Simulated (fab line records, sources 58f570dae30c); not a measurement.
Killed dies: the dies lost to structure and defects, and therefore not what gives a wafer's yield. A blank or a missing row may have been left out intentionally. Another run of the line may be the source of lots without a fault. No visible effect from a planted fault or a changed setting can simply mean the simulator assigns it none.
Which of the tools did it? :: flow berkeley cmos170 :: 7 lots (21 wafers sampled), 1 step of a 331-step route

== WHAT EACH GAUGE READ, for each wafer ==
UCB170_NSD_TW_MEAS_10.
lot: L190
measured: day 8 09:41
on: film metro-04
NSD_TW: 4221 4202 4217

lot: L194
measured: day 9 00:40
on: film metro-03
NSD_TW: 4126 4135 4149

lot: L196
measured: day 9 15:34
on: film metro-02
NSD_TW: 4085 4111 4113

lot: L197
measured: day 10 01:01
on: film metro-04
NSD_TW: 4201 4210 4187

lot: L204
measured: day 11 03:08
on: film metro-04
NSD_TW: 4197 4208 4187

lot: L208
measured: day 11 14:23
on: film metro-02
NSD_TW: 4125 4108 4113

lot: L211
measured: day 12 05:03
on: film metro-04
NSD_TW: 4179 4161 4208

== WHICH TOOL RAN EACH LOT (tool, then ch and the chambers of the sampled wafers, then the start) ==
The record holds no process step before these readings.

== THE ANSWER, worked out from the rows above alone ==
Rule: the usual values come from the lots themselves. The widest of any qualifying gaps counts: lots, ordered by their means at a reading, are off when they make up no more than a third of the lots, leave a main group of 4 or more, and stand apart from it by 3 or more times the standard deviation of that group's means. Not used: any main group whose means are identical at the precision the tables above print for the reading. Also off: a lot with no number at a reading for which 4 or more lots have one. Any other lot the step has rows for is counted as sound.
Nothing can be told from this: no lot is off at any reading shown.

== WHAT THE SIMULATOR PUT IN ==
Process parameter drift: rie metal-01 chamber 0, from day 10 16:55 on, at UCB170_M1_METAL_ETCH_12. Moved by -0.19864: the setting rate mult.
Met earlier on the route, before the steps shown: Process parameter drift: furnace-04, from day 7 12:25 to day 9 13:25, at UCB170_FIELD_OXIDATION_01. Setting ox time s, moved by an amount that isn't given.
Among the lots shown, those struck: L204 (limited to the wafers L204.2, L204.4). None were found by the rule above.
